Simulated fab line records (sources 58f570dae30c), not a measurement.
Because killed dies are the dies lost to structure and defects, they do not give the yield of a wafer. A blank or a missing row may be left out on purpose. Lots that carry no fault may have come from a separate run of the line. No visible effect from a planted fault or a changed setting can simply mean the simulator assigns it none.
The tool behind it: which one? ; flow berkeleyCmos170 ; Sampling: 14 lots, 42 wafers, 5 of 331 route steps

## WHAT EACH GAUGE READ, for each wafer
UCB170_NVT_TW_MEAS_09.
lot;measured;on;NVT_TW
L978;day 6 14:08;filmMetro-02;517 517 515
L979;day 7 05:16;filmMetro-02;517 516 514
L980;day 7 14:56;filmMetro-03;590 589 589
L982;day 7 14:56;filmMetro-01;521 523 522
L981;day 7 15:05;filmMetro-02;574 576 577
L983;day 8 04:19;filmMetro-03;528 526 528
L985;day 8 14:04;filmMetro-03;526 529 527
L994;day 10 16:30;filmMetro-03;529 525 527
L993;day 10 16:43;filmMetro-02;518 519 519
L995;day 10 22:55;filmMetro-03;527 528 525
L997;day 11 08:02;filmMetro-03;530 532 532
L996;day 11 08:17;filmMetro-02;520 520 523
L999;day 11 23:25;filmMetro-03;530 529 529
L998;day 12 00:07;filmMetro-01;522 523 524

UCB170_V2_CD_MEAS_12: target cd 700 nm.
lot;measured;on;cdNm (nm)
L978;day 9 03:10;cdSem-01;698.9 698.9 698.5
L979;day 9 13:46;cdSem-02;699.2 698.9 697.7
L980;day 9 21:00;cdSem-01;699.3 698.6 698.4
L982;day 9 20:43;cdSem-01;700.6 701.1 701.0
L981;day 9 18:22;cdSem-01;700.3 700.0 699.6
L983;day 10 05:43;cdSem-02;700.2 699.4 699.5
L985;day 10 20:14;cdSem-01;698.1 699.0 698.3
L994;day 13 03:32;cdSem-02;701.1 702.5 701.2
L993;day 13 06:23;cdSem-01;700.5 700.0 700.1
L995;day 13 17:03;cdSem-01;700.4 699.9 701.6
L997;day 13 18:23;cdSem-01;699.5 699.5 699.1
L996;day 13 17:40;cdSem-01;698.7 700.6 700.9
L999;day 14 08:17;cdSem-01;698.5 699.3 700.1
L998;day 14 09:56;cdSem-01;695.0 696.2 697.1

UCB170_M3_BOW_MEAS_20.
lot;measured;on;M3_BOW (um)
L978;day 9 06:37;filmMetro-02;32 47 29
L979;day 9 16:58;filmMetro-02;33 49 32
L980;day 10 00:30;filmMetro-02;40 37 28
L982;day 9 23:58;filmMetro-02;42 28 34
L981;day 9 21:35;filmMetro-04;37 42 40
L983;day 10 10:02;filmMetro-01;28 39 27
L985;day 10 23:56;filmMetro-01;33 38 40
L994;day 13 07:52;filmMetro-04;31 26 37
L993;day 13 09:35;filmMetro-04;35 27 37
L995;day 13 20:52;filmMetro-04;40 41 39
L997;day 13 22:26;filmMetro-01;37 38 46
L996;day 13 21:35;filmMetro-01;40 45 43
L999;day 14 12:04;filmMetro-02;31 41 28
L998;day 14 15:36;filmMetro-02;36 34 42

## WHICH TOOL RAN EACH LOT (tool, then ch and the chambers of the sampled wafers, then the start)
lot;UCB170_NVT_IMPLANT_07;UCB170_SILICIDE_SPUTTER_01
L978;implanter-03 ch 0, day 6 13:53;pvdSputter-04, day 8 09:14
L979;implanter-03 ch 0, day 7 05:01;pvdSputter-04, day 8 22:28
L980;implanter-03 ch 0, day 7 14:41;pvdSputter-03, day 9 03:50
L982;implanter-01 ch 0, day 7 14:41;pvdSputter-04, day 9 03:28
L981;implanter-03 ch 0, day 7 14:50;pvdSputter-01, day 9 03:01
L983;implanter-02 ch 0, day 8 04:05;pvdSputter-03, day 9 13:53
L985;implanter-01 ch 0, day 8 13:50;pvdSputter-03, day 10 04:07
L994;implanter-02 ch 0, day 10 16:17;pvdSputter-01, day 12 07:12
L993;implanter-03 ch 0, day 10 16:28;pvdSputter-03, day 12 07:49
L995;implanter-03 ch 0, day 10 22:41;pvdSputter-04, day 12 16:37
L997;implanter-03 ch 0, day 11 07:49;pvdSputter-03, day 12 17:04
L996;implanter-02 ch 0, day 11 08:02;pvdSputter-01, day 12 16:46
L999;implanter-01 ch 0, day 11 23:11;pvdSputter-01, day 13 16:11
L998;implanter-03 ch 0, day 11 23:54;pvdSputter-03, day 13 16:26
- UCB170_NVT_IMPLANT_07
- UCB170_SILICIDE_SPUTTER_01: material Ti, target thk 30 nm, time 25 s.

## AS READ BY THE TOOLS THEMSELVES (means over the sampled wafers that have a number; for cases with no such wafer, the mark the record gives instead)
UCB170_NVT_IMPLANT_07.
lot;tool;doseIonsCm2;endStationPressureTorr (Torr);faradayCurrentUA
L978;implanter-03;3e+12;4.84e-06;9.53
L979;implanter-03;3e+12;5.23e-06;9.66
L980;implanter-03;4e+12;4.73e-06;13.75
L982;implanter-01;3e+12;4.84e-06;9.42
L981;implanter-03;4e+12;5.10e-06;13.52
L983;implanter-02;3e+12;4.95e-06;9.76
L985;implanter-01;3e+12;4.94e-06;9.67
L994;implanter-02;3e+12;4.86e-06;9.36
L993;implanter-03;3e+12;4.93e-06;9.53
L995;implanter-03;3e+12;5.09e-06;9.72
L997;implanter-03;3e+12;4.77e-06;9.53
L996;implanter-02;3e+12;4.96e-06;9.59
L999;implanter-01;3e+12;5.00e-06;9.55
L998;implanter-03;3e+12;5.10e-06;9.40

UCB170_SILICIDE_SPUTTER_01.
lot;tool;throttleValvePct (%)
L978;pvdSputter-04;29.6
L979;pvdSputter-04;29.2
L980;pvdSputter-03;30.2
L982;pvdSputter-04;29.6
L981;pvdSputter-01;30.5
L983;pvdSputter-03;30.9
L985;pvdSputter-03;30.2
L994;pvdSputter-01;30.4
L993;pvdSputter-03;30.6
L995;pvdSputter-04;29.2
L997;pvdSputter-03;30.2
L996;pvdSputter-01;30.2
L999;pvdSputter-01;30.2
L998;pvdSputter-03;30.5

## THE ANSWER, worked out from the rows above alone
Rule: what is usual is taken from the lots themselves. The widest of any qualifying gaps counts: lots, ordered by their means at a reading, are off when they make up no more than a third of the lots, leave a main group of 4 or more, and stand apart from it by 3 or more times the standard deviation of that group's means. A main group is skipped when, at the precision printed for the reading in the tables above, its means are all equal. Also off: a lot with no number at a reading for which 4 or more lots have one. The other lots that the step has rows for count as sound. Order of review: gauges by route order, followed by the tools' own readings, for which a lot's mean as printed above is used. At the first step where some lot is off, the reading lying furthest off is the one used; lots without a number count as furthest.
Off: at UCB170_NVT_TW_MEAS_09 (NVT_TW), L980, L981. The main group: mean 524, standard deviation 4.9.
If a tool, at a process step before that reading, ran all the lots that are off and no sound lot after the first of them, it fits. Not tried: the gauges at UCB170_NVT_TW_MEAS_09; whatever is off there is also off at UCB170_NVT_IMPLANT_07, on other tools, and gauge error can't account for it. Of those tried, none fits.

## WHAT WAS PUT IN BY THE SIMULATOR
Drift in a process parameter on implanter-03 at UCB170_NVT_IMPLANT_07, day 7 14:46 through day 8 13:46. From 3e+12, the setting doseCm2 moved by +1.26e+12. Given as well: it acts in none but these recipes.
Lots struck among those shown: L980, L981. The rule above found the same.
